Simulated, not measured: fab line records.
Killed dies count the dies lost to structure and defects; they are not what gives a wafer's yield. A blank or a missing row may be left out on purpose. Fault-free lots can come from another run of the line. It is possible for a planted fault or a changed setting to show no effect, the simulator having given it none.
fab line records	flow berkeley-cmos170
[record] lots = 5	wafers = 15	last-day = 12
route steps=331 shown GATE@133 PLDD@145 NLDD@158
lots untouched by any fault: they come from a run of this same line in which no faults occurred
start-h: the number of hours between the record's first day and the start of the first shown wafer of the lot	wait-h: hours since the lot's step before	" identical to the entry in the row above	L1.1+2: one row covering several wafers at once	- no value, or no start was given	* or withheld: withheld	< > ~ a bound
route shown NAME@n: NAME is a module with steps in the file, n the number in the route of the first one	usual: average and standard deviation across the fault-free wafers	same: alike in all rows	chamber/n: place in a boat	sites: per-site readings	_std_site: the values' standard deviation	_edge_site: outer sites' mean less inner sites'	radius-mm: how far each site lies from the wafer's centre	mask NAME#n: copy n	behind: the tool/chamber that last shaped the wafer	hold: cause of the lot's hold/its duration in hours/its outcome	device: which transistor (n, p or np) failed to switch	end of line: the tests these same wafers got at the end of their route	a step without rows: its recipe alone	killed: not the wafer's yield, but the dies lost to structure and defects at the first sort	map: a wafer's dies, x killed, . not, _ none there
set.NAME: the setting as run; set.NAME@STEP: as run at that earlier step	model.NAME: the simulator's own value behind a step, which no gauge read
lots at selected steps of the route; one table per step, one row per wafer
services: from which hour (start-h, from the record's first day; less than 0 if before it) a tool's chamber was out of use, for how many hours, and why
[[steps]]
[step UCB170_GATE_COAT_07]
[recipe] resist = KrF	spin-rpm = 1500	resist-thk-nm = 884.2
lot.wafer	tool	chamber	start-h	wait-h
L078.1+2+5	litho-track-02	0	-	-
L079.2+3+6	litho-track-03	0	-	-
L084.2+3+6	litho-track-04	0	-	-
L087.2+3+4	litho-track-04	0	-	-
L093.2+3+6	litho-track-04	0	-	-
[step UCB170_GATE_SOFTBAKE_08]
[recipe] resist = KrF	temp-c = 130	time-s = 60
[usual] heater-power-total-W = 56.80/0.053
lot.wafer	tool	chamber	start-h	wait-h	heater-power-total-W
L078.1	litho-track-02	0	-	-	56.76
L078.2	"	0	"	"	56.92
L078.5	"	0	"	"	56.80
L079.2	litho-track-03	0	-	-	56.87
L079.3	"	0	"	"	56.89
L079.6	"	0	"	"	56.84
L084.2	litho-track-04	0	-	-	56.76
L084.3	"	0	"	"	56.79
L084.6	"	0	"	"	56.78
L087.2	litho-track-04	0	-	-	56.84
L087.3	"	0	"	"	56.80
L087.4	"	0	"	"	56.74
L093.2	litho-track-04	0	-	-	56.86
L093.3	"	0	"	"	56.87
L093.6	"	0	"	"	56.80
[step UCB170_GATE_EXPOSE_09]
[recipe] mask-id = POLY	target-cd-nm = 350	na = 0.5	sigma-outer = 0.6	source-shape = conventional	dose-mj = 21
[usual] focus-offset-nm = -0.1/0.49
lot.wafer	tool	chamber	start-h	wait-h	mask	focus-offset-nm
L078.1	krf-scanner-02	0	171.25	-	POLY#0	0.5
L078.2	"	0	"	"	POLY#0	0.2
L078.5	"	0	"	"	POLY#0	-0.1
L079.2	krf-scanner-01	0	185.48	-	POLY#0	-0.5
L079.3	"	0	"	"	POLY#0	-0.2
L079.6	"	0	"	"	POLY#0	-0.4
L084.2	krf-scanner-02	0	199.96	-	POLY#0	-0.2
L084.3	"	0	"	"	POLY#0	0.5
L084.6	"	0	"	"	POLY#0	0.1
L087.2	krf-scanner-01	0	210.40	-	POLY#0	-0.2
L087.3	"	0	"	"	POLY#0	-0.3
L087.4	"	0	"	"	POLY#0	-0.7
L093.2	krf-scanner-02	0	247.20	-	POLY#0	0.5
L093.3	"	0	"	"	POLY#0	-0.1
L093.6	"	0	"	"	POLY#0	-0.5
[step UCB170_GATE_PEB_10]
[recipe] peb-temp-c = 130	peb-time-s = withheld	resist = KrF
[usual] heater-power-total-W = 56.80/0.046
lot.wafer	tool	chamber	start-h	wait-h	heater-power-total-W
L078.1	litho-track-02	0	171.91	0.6	56.86
L078.2	"	0	"	"	56.77
L078.5	"	0	"	"	56.84
L079.2	litho-track-04	0	185.60	0.1	56.76
L079.3	"	0	"	"	56.81
L079.6	"	0	"	"	56.80
L084.2	litho-track-02	0	200.09	0.1	56.81
L084.3	"	0	"	"	56.87
L084.6	"	0	"	"	56.79
L087.2	litho-track-04	0	210.73	0.3	56.82
L087.3	"	0	"	"	56.79
L087.4	"	0	"	"	56.85
L093.2	litho-track-04	0	247.32	0.1	56.86
L093.3	"	0	"	"	56.78
L093.6	"	0	"	"	56.75
[step UCB170_GATE_DEVELOP_11]
[recipe] developer = TMAH	develop-time-s = 45	resist = KrF	dev-temp-c = 21
lot.wafer	tool	chamber	start-h	wait-h
L078.1+2+5	litho-track-02	0	-	-
L079.2+3+6	litho-track-04	0	-	-
L084.2+3+6	litho-track-02	0	-	-
L087.2+3+4	litho-track-04	0	-	-
L093.2+3+6	litho-track-04	0	-	-
[step UCB170_GATE_CD_MEAS_12]
[recipe] target-cd-nm = 350
[usual] cd-nm = 350.3/1.3
lot.wafer	tool	chamber	start-h	wait-h	cd-nm
L078.1	cd-sem-02	-	172.19	-	349.8
L078.2	"	-	"	"	350.0
L078.5	"	-	"	"	350.1
L079.2	cd-sem-02	-	185.87	-	348.7
L079.3	"	-	"	"	349.1
L079.6	"	-	"	"	349.9
L084.2	cd-sem-02	-	200.41	-	349.1
L084.3	"	-	"	"	350.4
L084.6	"	-	"	"	350.0
L087.2	cd-sem-02	-	211.00	-	353.1
L087.3	"	-	"	"	351.7
L087.4	"	-	"	"	352.4
L093.2	cd-sem-02	-	247.63	-	350.9
L093.3	"	-	"	"	350.8
L093.6	"	-	"	"	350.9
[step UCB170_GATE_OVL_MEAS_13]
[usual] GATE_OVL = 1/5.9
lot.wafer	tool	chamber	start-h	wait-h	GATE_OVL[nm]
L078.1	overlay-02	-	172.31	0.1	-3
L078.2	"	-	"	"	-11
L078.5	"	-	"	"	-8
L079.2	overlay-01	-	185.97	0.1	4
L079.3	"	-	"	"	15
L079.6	"	-	"	"	4
L084.2	overlay-02	-	200.51	0.1	1
L084.3	"	-	"	"	1
L084.6	"	-	"	"	0
L087.2	overlay-01	-	211.10	0.1	11
L087.3	"	-	"	"	-4
L087.4	"	-	"	"	7
L093.2	overlay-01	-	247.74	0.1	-4
L093.3	"	-	"	"	-2
L093.6	"	-	"	"	-6
[step UCB170_GATE_ETCH_14]
[recipe] chemistry = N2/H2	target-depth-a = withheld	overetch-a = withheld	target = BARC	time-s = withheld	source-w = 500	bias-w = 100	pressure-mtorr = 30	n2-flow-sccm = 100	h2-flow-sccm = 200
[usual] drypump-motor-current-A = 5.77/0.29	oes-product-au = 0.997/0.022	throttle-valve-pct = 13.36/0.13
lot.wafer	tool	chamber	start-h	wait-h	drypump-motor-current-A	oes-product-au	throttle-valve-pct
L078.1	rie-diel-04	1	172.34	0.0	5.58	1.057	13.54
L078.2	"	3	"	"	5.49	0.994	13.40
L078.5	"	3	"	"	5.50	1.009	13.39
L079.2	rie-diel-01	2	186.00	0.0	6.03	0.982	13.38
L079.3	"	0	"	"	5.35	0.953	13.19
L079.6	"	2	"	"	6.06	0.977	13.38
L084.2	rie-diel-01	1	200.54	0.0	6.00	1.004	13.22
L084.3	"	2	"	"	6.05	0.973	13.38
L084.6	"	2	"	"	6.04	0.988	13.39
L087.2	rie-diel-04	0	211.13	0.0	5.75	1.007	13.20
L087.3	"	1	"	"	5.58	1.030	13.47
L087.4	"	3	"	"	5.49	0.993	13.39
L093.2	rie-diel-01	3	247.77	0.0	5.54	0.960	13.38
L093.3	"	2	"	"	6.03	0.988	13.40
L093.6	"	0	"	"	5.34	0.965	13.17
[step UCB170_GATE_ETCH_15]
[recipe] chemistry = HBr/Cl2	target = poly-Si	stop-on = SiO2	over-etch-frac = 0.3	icp-w = 300	bias-w = 150	time-s = 54.56	pressure-mtorr = 15	HBr_flow_sccm = 150	Cl2_flow_sccm = 50	target-depth-a = 2782
[usual] drypump-motor-current-A = 5.7/0.31	he-backside-leak-sccm = 2.61/0.16	oes-product-au = 0.845/0.01	throttle-valve-pct = 26.6/0.31
lot.wafer	tool	chamber	start-h	wait-h	drypump-motor-current-A	he-backside-leak-sccm	oes-product-au	rf-hours-counter-h	throttle-valve-pct
L078.1	rie-si-01	2	172.39	-	6.1	2.72	0.857	1	26.9
L078.2	"	3	"	"	5.6	2.48	0.845	2	26.5
L078.5	"	1	"	"	5.3	2.62	0.862	-	26.7
L079.2	rie-si-01	1	186.05	-	5.4	2.63	0.862	89	26.7
L079.3	"	3	"	"	5.6	2.55	0.846	2	26.5
L079.6	"	1	"	"	5.3	2.64	0.861	-	26.7
L084.2	rie-si-02	0	200.59	-	5.7	2.77	0.848	0	27.2
L084.3	"	2	"	"	6.2	2.51	0.841	0	26.4
L084.6	"	3	"	"	6.0	2.90	0.851	-	26.6
L087.2	rie-si-01	2	211.18	-	6.1	2.59	0.850	1	26.9
L087.3	"	1	"	"	5.3	2.54	0.848	89	26.7
L087.4	"	0	"	"	5.2	2.43	0.845	46	26.1
L093.2	rie-si-01	3	247.81	-	5.7	2.55	0.845	2	26.5
L093.3	"	1	"	"	5.4	2.64	0.857	89	26.7
L093.6	"	1	"	"	5.4	2.55	0.853	-	26.7
[step UCB170_GATE_STRIP_16]
[recipe] chemistry = O2	power-w = 400	pressure-mtorr = 3500	platen-temp-c = withheld	o2-flow-sccm = 400	overash-fraction = 0.5
[usual] drypump-motor-current-A = 5.7/0.35	oes-product-au = 0.724/0.0042
[same] overash-fraction = 0.5
lot.wafer	tool	chamber	start-h	wait-h	drypump-motor-current-A	oes-product-au	rf-hours-counter-h
L078.1	plasma-asher-03	0	172.43	0.0	6.1	0.722	42
L078.2	"	1	"	"	5.7	0.721	42
L078.5	"	0	"	"	6.1	0.727	-
L079.2	plasma-asher-02	0	186.09	0.0	5.8	0.723	8
L079.3	"	1	"	"	5.9	0.723	-
L079.6	"	1	"	"	5.9	0.731	-
L084.2	plasma-asher-03	0	200.63	0.0	6.1	0.719	45
L084.3	"	1	"	"	5.7	0.722	-
L084.6	"	0	"	"	6.0	0.726	-
L087.2	plasma-asher-04	1	211.22	0.0	5.0	0.721	42
L087.3	"	0	"	"	5.9	0.720	-
L087.4	"	1	"	"	5.0	0.725	-
L093.2	plasma-asher-03	0	247.86	0.0	6.1	0.722	51
L093.3	"	0	"	"	6.1	0.732	-
L093.6	"	0	"	"	6.0	0.727	-
[step UCB170_GATE_CD_MEAS_90]
[recipe] target-cd-nm = 350
[usual] cd-nm = 350.4/1.5
lot.wafer	tool	chamber	start-h	wait-h	cd-nm
L078.1	cd-sem-02	-	172.53	0.1	350.8
L078.2	"	-	"	"	350.0
L078.5	"	-	"	"	351.3
L079.2	cd-sem-01	-	186.21	0.1	348.5
L079.3	"	-	"	"	349.3
L079.6	"	-	"	"	349.4
L084.2	cd-sem-01	-	200.75	0.1	349.3
L084.3	"	-	"	"	349.8
L084.6	"	-	"	"	349.2
L087.2	cd-sem-02	-	211.39	0.1	353.6
L087.3	"	-	"	"	352.6
L087.4	"	-	"	"	352.7
L093.2	cd-sem-01	-	247.98	0.1	351.0
L093.3	"	-	"	"	351.2
L093.6	"	-	"	"	352.4
[step UCB170_GATE_CLEAN_17]
[recipe] chemistry = SPM	temp-c = 120	time-s = 600
lot.wafer	tool	chamber	start-h	wait-h
L078.1+2+5	wet-bench-02	0	172.65	0.1
L079.2+3+6	wet-bench-02	0	186.32	0.1
L084.2+3+6	wet-bench-04	0	200.85	0.1
L087.2+3+4	wet-bench-02	2	211.49	0.1
L093.2+3+6	wet-bench-04	1	249.12	1.1
[step UCB170_PLDD_HMDS_00]
[recipe] prime-time-s = 60	prime-temp-c = 100
lot.wafer	tool	chamber	start-h	wait-h
L078.1+2+5	litho-track-01	0	173.50	0.7
L079.2+3+6	litho-track-02	0	186.52	0.0
L084.2+3+6	litho-track-01	0	201.22	0.2
L087.2+3+4	litho-track-04	0	211.91	0.2
L093.2+3+6	litho-track-01	0	250.58	1.3
[step UCB170_PLDD_COAT_01]
[recipe] resist = KrF	spin-rpm = 1500	resist-thk-nm = 900
lot.wafer	tool	chamber	start-h	wait-h
L078.1+2+5	litho-track-01	0	173.65	0.1
L079.2+3+6	litho-track-02	0	186.67	0.1
L084.2+3+6	litho-track-01	0	201.37	0.1
L087.2+3+4	litho-track-04	0	212.06	0.1
L093.2+3+6	litho-track-01	0	250.73	0.1
[step UCB170_PLDD_SOFTBAKE_02]
[recipe] resist = KrF	temp-c = 130	time-s = 60
[usual] heater-power-total-W = 56.80/0.042
lot.wafer	tool	chamber	start-h	wait-h	heater-power-total-W
L078.1	litho-track-01	0	173.80	0.1	56.82
L078.2	"	0	"	"	56.80
L078.5	"	0	"	"	56.79
L079.2	litho-track-02	0	186.82	0.1	56.80
L079.3	"	0	"	"	56.85
L079.6	"	0	"	"	56.80
L084.2	litho-track-01	0	201.52	0.1	56.82
L084.3	"	0	"	"	56.77
L084.6	"	0	"	"	56.83
L087.2	litho-track-04	0	212.21	0.1	56.87
L087.3	"	0	"	"	56.80
L087.4	"	0	"	"	56.80
L093.2	litho-track-01	0	250.88	0.1	56.91
L093.3	"	0	"	"	56.77
L093.6	"	0	"	"	56.73
[step UCB170_PLDD_EXPOSE_03]
[recipe] mask-id = PSELECT	na = 0.5	sigma-outer = 0.6	source-shape = conventional	target-cd-nm = 1200	dose-mj = 30
[usual] focus-offset-nm = 0.0/0.57
lot.wafer	tool	chamber	start-h	wait-h	mask	focus-offset-nm
L078.1	krf-scanner-01	0	173.95	0.1	PSELECT#0	-0.2
L078.2	"	0	"	"	PSELECT#0	-0.1
L078.5	"	0	"	"	PSELECT#0	-0.4
L079.2	krf-scanner-02	0	187.09	0.2	PSELECT#0	1.1
L079.3	"	0	"	"	PSELECT#0	0.2
L079.6	"	0	"	"	PSELECT#0	-0.7
L084.2	krf-scanner-02	0	201.98	0.4	PSELECT#0	-0.2
L084.3	"	0	"	"	PSELECT#0	-0.2
L084.6	"	0	"	"	PSELECT#0	0.4
L087.2	krf-scanner-02	0	212.35	0.1	PSELECT#0	0.3
L087.3	"	0	"	"	PSELECT#0	0.8
L087.4	"	0	"	"	PSELECT#0	-0.1
L093.2	krf-scanner-01	0	251.15	0.2	PSELECT#0	-1.1
L093.3	"	0	"	"	PSELECT#0	-1.0
L093.6	"	0	"	"	PSELECT#0	-0.1
[step UCB170_PLDD_PEB_04]
[recipe] peb-temp-c = 130	peb-time-s = withheld	resist = KrF
[usual] heater-power-total-W = 56.80/0.052
lot.wafer	tool	chamber	start-h	wait-h	heater-power-total-W
L078.1	litho-track-04	0	174.06	0.1	56.84
L078.2	"	0	"	"	56.82
L078.5	"	0	"	"	56.82
L079.2	litho-track-01	0	187.21	0.1	56.72
L079.3	"	0	"	"	56.80
L079.6	"	0	"	"	56.84
L084.2	litho-track-01	0	202.12	0.1	56.76
L084.3	"	0	"	"	56.81
L084.6	"	0	"	"	56.80
L087.2	litho-track-01	0	212.65	0.3	56.80
L087.3	"	0	"	"	56.75
L087.4	"	0	"	"	56.79
L093.2	litho-track-04	0	251.92	0.7	56.74
L093.3	"	0	"	"	56.78
L093.6	"	0	"	"	56.74
[step UCB170_PLDD_DEVELOP_05]
[recipe] developer = TMAH	develop-time-s = 45	resist = KrF	dev-temp-c = 21
lot.wafer	tool	chamber	start-h	wait-h
L078.1+2+5	litho-track-04	0	-	-
L079.2+3+6	litho-track-01	0	-	-
L084.2+3+6	litho-track-01	0	-	-
L087.2+3+4	litho-track-01	0	-	-
L093.2+3+6	litho-track-04	0	-	-
[step UCB170_PLDD_CD_MEAS_06]
[recipe] target-cd-nm = 1200
[usual] cd-nm = 1200.1/1.5
lot.wafer	tool	chamber	start-h	wait-h	cd-nm
L078.1	cd-sem-01	-	174.34	-	1198.5
L078.2	"	-	"	"	1201.5
L078.5	"	-	"	"	1201.2
L079.2	cd-sem-01	-	187.48	-	1198.6
L079.3	"	-	"	"	1198.5
L079.6	"	-	"	"	1197.8
L084.2	cd-sem-01	-	202.39	-	1199.6
L084.3	"	-	"	"	1200.2
L084.6	"	-	"	"	1200.7
L087.2	cd-sem-01	-	212.92	-	1199.0
L087.3	"	-	"	"	1198.9
L087.4	"	-	"	"	1199.1
L093.2	cd-sem-01	-	252.19	-	1199.1
L093.3	"	-	"	"	1199.5
L093.6	"	-	"	"	1198.2
[step UCB170_PLDD_OVL_MEAS_07]
[usual] PLDD_OVL = -3/4
lot.wafer	tool	chamber	start-h	wait-h	PLDD_OVL[nm]
L078.1	overlay-02	-	174.46	0.1	-1
L078.2	"	-	"	"	-9
L078.5	"	-	"	"	-3
L079.2	overlay-01	-	187.59	0.1	6
L079.3	"	-	"	"	5
L079.6	"	-	"	"	-3
L084.2	overlay-02	-	202.50	0.1	-2
L084.3	"	-	"	"	1
L084.6	"	-	"	"	-5
L087.2	overlay-01	-	213.02	0.1	-5
L087.3	"	-	"	"	-2
L087.4	"	-	"	"	-4
L093.2	overlay-02	-	252.29	0.1	-3
L093.3	"	-	"	"	1
L093.6	"	-	"	"	-1
[step UCB170_PLDD_IMPLANT_08]
[recipe] species = BF2	dose-cm2 = 5e+13	energy-kev = 10	tilt-deg = 7	rotation-deg = 0
[usual] faraday-current-uA = 158.9/2.8
lot.wafer	tool	chamber	start-h	wait-h	faraday-current-uA
L078.1	implanter-03	0	174.49	0.0	162.2
L078.2	"	0	"	"	160.7
L078.5	"	0	"	"	153.8
L079.2	implanter-04	0	187.64	0.0	156.9
L079.3	"	0	"	"	156.5
L079.6	"	0	"	"	162.2
L084.2	implanter-03	0	202.67	0.2	159.5
L084.3	"	0	"	"	160.8
L084.6	"	0	"	"	156.7
L087.2	implanter-04	0	213.08	0.0	160.8
L087.3	"	0	"	"	157.4
L087.4	"	0	"	"	158.0
L093.2	implanter-04	0	252.35	0.0	158.1
L093.3	"	0	"	"	160.2
L093.6	"	0	"	"	153.6
[step UCB170_PLDD_IMPLANT_09]
[recipe] species = BF2	dose-cm2 = 5e+13	energy-kev = 10	tilt-deg = 7	rotation-deg = 180
[usual] faraday-current-uA = 159/3.2
lot.wafer	tool	chamber	start-h	wait-h	faraday-current-uA
L078.1	implanter-03	0	174.64	0.1	161
L078.2	"	0	"	"	147
L078.5	"	0	"	"	159
L079.2	implanter-04	0	187.79	0.1	156
L079.3	"	0	"	"	160
L079.6	"	0	"	"	157
L084.2	implanter-03	0	202.82	0.1	156
L084.3	"	0	"	"	158
L084.6	"	0	"	"	155
L087.2	implanter-04	0	213.23	0.1	161
L087.3	"	0	"	"	159
L087.4	"	0	"	"	160
L093.2	implanter-04	0	252.50	0.1	154
L093.3	"	0	"	"	158
L093.6	"	0	"	"	163
[step UCB170_PLDD_STRIP_10]
[recipe] chemistry = O2	power-w = 400	pressure-mtorr = 3500	platen-temp-c = withheld	o2-flow-sccm = 400	overash-fraction = 0.5
[usual] drypump-motor-current-A = 5.6/0.36	oes-product-au = 0.735/0.0049	strip-time-to-endpoint-s = 21.63/0.07
[same] overash-fraction = 0.5
lot.wafer	tool	chamber	start-h	wait-h	drypump-motor-current-A	oes-product-au	rf-hours-counter-h	strip-time-to-endpoint-s
L078.1	plasma-asher-04	0	174.79	0.1	5.9	0.733	38	21.54
L078.2	"	1	"	"	5.0	0.732	38	21.56
L078.5	"	0	"	"	5.9	0.735	-	21.56
L079.2	plasma-asher-02	0	187.92	0.1	5.8	0.735	8	21.73
L079.3	"	0	"	"	5.8	0.729	-	21.77
L079.6	"	1	"	"	5.9	0.732	-	21.74
L084.2	plasma-asher-04	0	202.95	0.1	5.9	0.744	41	21.72
L084.3	"	1	"	"	5.0	0.736	-	21.69
L084.6	"	0	"	"	5.9	0.734	-	21.70
L087.2	plasma-asher-01	0	213.35	0.1	5.6	0.728	52	21.62
L087.3	"	1	"	"	5.9	0.734	-	21.59
L087.4	"	0	"	"	5.6	0.742	-	21.61
L093.2	plasma-asher-04	1	252.62	0.1	5.0	0.730	46	21.56
L093.3	"	0	"	"	5.9	0.732	-	21.57
L093.6	"	1	"	"	5.0	0.734	-	21.57
[step UCB170_PLDD_TW_MEAS_11]
[usual] PLDD_TW = 1011/5.6
lot.wafer	tool	chamber	start-h	wait-h	PLDD_TW
L078.1	film-metro-03	-	174.89	0.1	1022
L078.2	"	-	"	"	1015
L078.5	"	-	"	"	1018
L079.2	film-metro-03	-	188.03	0.1	1024
L079.3	"	-	"	"	1014
L079.6	"	-	"	"	1026
L084.2	film-metro-02	-	203.06	0.1	1010
L084.3	"	-	"	"	1008
L084.6	"	-	"	"	1005
L087.2	film-metro-04	-	213.46	0.1	1009
L087.3	"	-	"	"	1008
L087.4	"	-	"	"	1010
L093.2	film-metro-02	-	252.73	0.1	1014
L093.3	"	-	"	"	1011
L093.6	"	-	"	"	1016
[step UCB170_PLDD_CLEAN_12]
[recipe] chemistry = SPM	temp-c = 120	time-s = 600
lot.wafer	tool	chamber	start-h	wait-h
L078.1+2+5	wet-bench-02	3	174.95	0.1
L079.2+3+6	wet-bench-02	1	188.08	0.0
L084.2+3+6	wet-bench-01	0	203.11	0.0
L087.2+3+4	wet-bench-02	3	213.51	0.0
L093.2+3+6	wet-bench-02	1	252.83	0.1
[step UCB170_NLDD_HMDS_00]
[recipe] prime-time-s = 60	prime-temp-c = 100
lot.wafer	tool	chamber	start-h	wait-h
L078.1+2+5	litho-track-04	0	175.13	0.0
L079.2+3+6	litho-track-01	0	188.34	0.1
L084.2+3+6	litho-track-03	0	203.31	0.0
L087.2+3+4	litho-track-01	0	214.10	0.4
L093.2+3+6	litho-track-01	0	253.03	0.0
[step UCB170_NLDD_COAT_01]
[recipe] resist = KrF	spin-rpm = 1500	resist-thk-nm = 900
lot.wafer	tool	chamber	start-h	wait-h
L078.1+2+5	litho-track-04	0	175.28	0.1
L079.2+3+6	litho-track-01	0	188.49	0.1
L084.2+3+6	litho-track-03	0	203.46	0.1
L087.2+3+4	litho-track-01	0	214.25	0.1
L093.2+3+6	litho-track-01	0	253.18	0.1
[step UCB170_NLDD_SOFTBAKE_02]
[recipe] resist = KrF	temp-c = 130	time-s = 60
[usual] heater-power-total-W = 56.81/0.049
lot.wafer	tool	chamber	start-h	wait-h	heater-power-total-W
L078.1	litho-track-04	0	175.43	0.1	56.79
L078.2	"	0	"	"	56.76
L078.5	"	0	"	"	56.72
L079.2	litho-track-01	0	188.64	0.1	56.72
L079.3	"	0	"	"	56.81
L079.6	"	0	"	"	56.71
L084.2	litho-track-03	0	203.61	0.1	56.82
L084.3	"	0	"	"	56.78
L084.6	"	0	"	"	56.79
L087.2	litho-track-01	0	214.40	0.1	56.83
L087.3	"	0	"	"	56.74
L087.4	"	0	"	"	56.84
L093.2	litho-track-01	0	253.33	0.1	56.81
L093.3	"	0	"	"	56.79
L093.6	"	0	"	"	56.77
[step UCB170_NLDD_EXPOSE_03]
[recipe] mask-id = NSELECT	na = 0.5	sigma-outer = 0.6	source-shape = conventional	target-cd-nm = 1200	dose-mj = 30
[usual] focus-offset-nm = 0.0/0.47
lot.wafer	tool	chamber	start-h	wait-h	mask	focus-offset-nm
L078.1	krf-scanner-01	0	175.70	0.2	NSELECT#0	-0.1
L078.2	"	0	"	"	NSELECT#0	0.4
L078.5	"	0	"	"	NSELECT#0	1.1
L079.2	krf-scanner-01	0	188.79	0.1	NSELECT#0	-0.2
L079.3	"	0	"	"	NSELECT#0	-0.2
L079.6	"	0	"	"	NSELECT#0	0.0
L084.2	krf-scanner-01	0	204.04	0.4	NSELECT#0	0.1
L084.3	"	0	"	"	NSELECT#0	0.0
L084.6	"	0	"	"	NSELECT#0	0.4
L087.2	krf-scanner-01	0	-	-	NSELECT#0	0.4
L087.3	"	0	"	"	NSELECT#0	-0.2
L087.4	"	0	"	"	NSELECT#0	-0.2
L093.2	krf-scanner-02	0	253.61	0.3	NSELECT#0	-0.5
L093.3	"	0	"	"	NSELECT#0	0.7
L093.6	"	0	"	"	NSELECT#0	0.3
[step UCB170_NLDD_PEB_04]
[recipe] peb-temp-c = 130.8	peb-time-s = withheld	resist = KrF
[usual] heater-power-total-W = 57.26/0.044
lot.wafer	tool	chamber	start-h	wait-h	heater-power-total-W
L078.1	litho-track-01	0	175.89	0.2	57.25
L078.2	"	0	"	"	57.17
L078.5	"	0	"	"	57.26
L079.2	litho-track-01	0	189.24	0.4	57.28
L079.3	"	0	"	"	57.19
L079.6	"	0	"	"	57.38
L084.2	litho-track-03	0	204.16	0.1	57.33
L084.3	"	0	"	"	57.27
L084.6	"	0	"	"	57.30
L087.2	litho-track-04	0	-	-	57.31
L087.3	"	0	"	"	57.20
L087.4	"	0	"	"	57.22
L093.2	litho-track-03	0	253.73	0.1	57.17
L093.3	"	0	"	"	57.29
L093.6	"	0	"	"	57.27
[[services]]
tool	chamber	start-h	hours	kind
implanter-04	-	148.27	1.6	repair
rie-si-01	1	148.44	16.6	repair
rie-si-01	0	153.20	21.2	repair
krf-scanner-02	-	154.16	1.3	pm
plasma-asher-01	-	163.75	0.8	repair
rie-diel-01	3	165.84	4.1	repair
plasma-asher-04	-	168.24	6.5	repair
plasma-asher-01	-	169.57	2.2	repair
rie-diel-04	1	175.09	-	clean
rie-diel-04	1	175.09	19.4	scheduled-down
rie-diel-04	1	175.09	19.4	vent-cycle
wet-bench-01	-	210.67	4.9	repair
krf-scanner-01	-	212.82	1.3	pm
implanter-04	-	220.46	1.4	repair
plasma-asher-04	-	221.93	5.0	repair
rie-diel-01	0	222.67	13.2	repair
krf-scanner-01	0	225.48	-	calibration
implanter-03	-	225.70	3.2	repair
rie-diel-04	2	230.42	2.7	repair
rie-si-01	1	232.88	2.0	repair
implanter-04	-	234.91	0.7	repair
krf-scanner-02	-	237.70	3.0	repair
krf-scanner-02	-	238.10	1.9	repair
krf-scanner-02	-	247.37	1.0	repair
[[key]]
fault none
